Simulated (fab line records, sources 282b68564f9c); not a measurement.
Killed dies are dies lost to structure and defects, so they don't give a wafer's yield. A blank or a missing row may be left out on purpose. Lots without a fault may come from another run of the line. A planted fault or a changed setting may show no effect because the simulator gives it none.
A struck lot beside a sound one | flow rit_cmos | 17 steps out of a route of 202
Sound: wafers L994.1, L994.3, L994.5. Struck: wafer L997.1. (L997.2, L997.4 of the same lot were not struck and are left out.) The cause comes at the end.
At each step with rows: each side's tool, then ch and its chambers, then its first start. Under that, the readings that differ: sound wafers | struck wafers | difference of the means | sigmas: that difference in standard deviations of wafers without a fault.
alike: readings whose means differ by less than 2 such deviations, and words and numbers that are the same on both sides. not compared: withheld readings, readings that some wafer has no value for, bounds like >300 that may hide the same value, and numbers for which the record gives no deviation and whose values overlap.
The two part at a step that has a row with sigmas, a row that says differs or no value, or rows on one side only. Numbers that don't overlap but have no deviation are shown without sigmas and don't part them. A reading that every wafer of one side lacks parts them only if that side has two wafers or more.

first, 1 step without rows for these wafers: RIT_PSD_IMPLANT_08.
RIT_PSD_STRIP_09: strips in O2, time 180 s.
  sound on plasma_asher-03 ch 0,1, day 3 23:38; struck on plasma_asher-03 ch 0, day 4 14:37
  alike: drypump_motor_current_A, o2_flow_sccm, rf_refl_power_W
  not compared: rf_hours_counter_h
RIT_PSD_TW_MEAS_10:
  sound on film_metro-03, day 3 23:49; struck on film_metro-03, day 4 14:47
  alike: PSD_TW
then, 3 steps without rows for these wafers: RIT_SDANNEAL_CLEAN_00 (cleans in SC1, time 600 s); RIT_SDANNEAL_CLEAN_01 (cleans in dHF, time 30 s); RIT_SDANNEAL_CLEAN_02 (cleans in SC2, time 600 s).
RIT_SDANNEAL_RTA_03: time 5 s.
  sound on rtp_anneal-02 ch 0, day 4 00:14; struck on rtp_anneal-01 ch 0, day 4 15:13
  reading           | sound                | struck | difference | sigmas
  anneal_temp_c_max | 1054.4 1053.9 1053.2 | 1058.2 | +4.4       | +2
  wafer_temp_C_max  | 1052.9 1053.5 1053.7 | 1056.1 | +2.7       | +2
RIT_SDANNEAL_RS_MEAS_04: measures by four-point-probe.
  sound on film_metro-02, day 4 00:18; struck on film_metro-04, day 4 15:16
  alike: PSD_RS
RIT_SDANNEAL_RS_MEAS_05: measures by four-point-probe.
  sound on film_metro-02, day 4 00:25; struck on film_metro-04, day 4 15:23
  reading         | sound             | struck | difference | sigmas
  NSD_RS (ohm/sq) | 85.06 85.08 84.91 | 84.45  | -0.57      | -2
RIT_SDANNEAL_RS_MEAS_06: measures by four-point-probe.
  sound on film_metro-02, day 4 00:32; struck on film_metro-04, day 4 15:31
  alike: PLDD_RS
RIT_SDANNEAL_RS_MEAS_07: measures by four-point-probe.
  sound on film_metro-02, day 4 00:40; struck on film_metro-04, day 4 15:38
  reading          | sound             | struck | difference | sigmas
  NLDD_RS (ohm/sq) | 151.0 150.9 151.6 | 152.4  | +1.2       | +2
then, 1 step without rows for these wafers: RIT_SILICIDE_WET_ETCH_00 (etches SiO2 in BOE, target depth 14 nm, time 15 s).
RIT_SILICIDE_SPUTTER_01: material Ti, target thk 30 nm, time 240 s.
  sound on pvd_sputter-03, day 4 00:47; struck on pvd_sputter-02, day 4 15:46
  reading                                     | sound             | struck | difference | sigmas
  model.Ti_of_SILICIDE_SPUTTER_01.thk_nm (nm) | 29.72 29.93 29.99 | 32.37  | +2.49      |
  alike: throttle_valve_pct
RIT_SILICIDE_RS_MEAS_02: measures by four-point-probe.
  sound on film_metro-01, day 4 00:56; struck on film_metro-01, day 4 15:55
  reading                 | sound          | struck | difference | sigmas
  SILICIDE_TI_RS (ohm/sq) | 48.5 48.0 47.8 | 43.6   | -4.5       | -7
RIT_SILICIDE_THK_MEAS_03: measures by xrf.
  sound on film_metro-01, day 4 01:04; struck on film_metro-01, day 4 16:02
  reading              | sound          | struck | difference | sigmas
  SILICIDE_TI_THK (nm) | 30.1 30.5 30.4 | 32.8   | +2.5       | +7
RIT_SILICIDE_RTA_04: time 10 s, ramp up 5 s, ramp down 5 s.
  sound on rtp_anneal-01 ch 0, day 4 01:07; struck on rtp_anneal-02 ch 0, day 4 16:05
  alike: anneal_temp_c_max, wafer_temp_C_max
RIT_M1_PROBE_99:
  sound on prober-01, day 4 07:52; struck on prober-02, day 4 22:38
  reading                              | sound             | struck | difference | sigmas
  killed_at_M0_to_M3                   | 0 0 1             | 0      | +0         | -4
  killed_at_contacts                   | 0 0 0             | 1      | +1         | +4
  model.etest.contact_nplus.end_ohm_um | 41.39 41.99 41.82 | 44.19  | +2.46      |
  model.etest.contact_pplus.end_ohm_um | 42.95 42.54 42.85 | 45.54  | +2.76      |
  model.etest.npoly_line.rs_ohm_sq     | 17.26 16.98 17.11 | 16.13  | -0.99      |
  model.etest.ppoly_line.rs_ohm_sq     | 16.55 16.58 16.56 | 15.62  | -0.94      |
  model.etest.npoly_sal.rs_ohm_sq      | 4.38 4.377 4.336  | 4.074  | -0.290     |
  model.etest.ppoly_sal.rs_ohm_sq      | 4.346 4.321 4.306 | 4.048  | -0.276     |
  model.etest.pplus_sal.rs_ohm_sq      | 4.338 4.332 4.281 | 4.039  | -0.278     |
  model.etest.nplus_sal.rs_ohm_sq      | 4.335 4.34 4.278  | 4.019  | -0.299     |
  alike: killed_at_front_end, killed_dies, killed_open, killed_short

WHERE THEY PART
First at RIT_SDANNEAL_RTA_03; last, within this record, at RIT_M1_PROBE_99.

WHY: what the simulator had put in
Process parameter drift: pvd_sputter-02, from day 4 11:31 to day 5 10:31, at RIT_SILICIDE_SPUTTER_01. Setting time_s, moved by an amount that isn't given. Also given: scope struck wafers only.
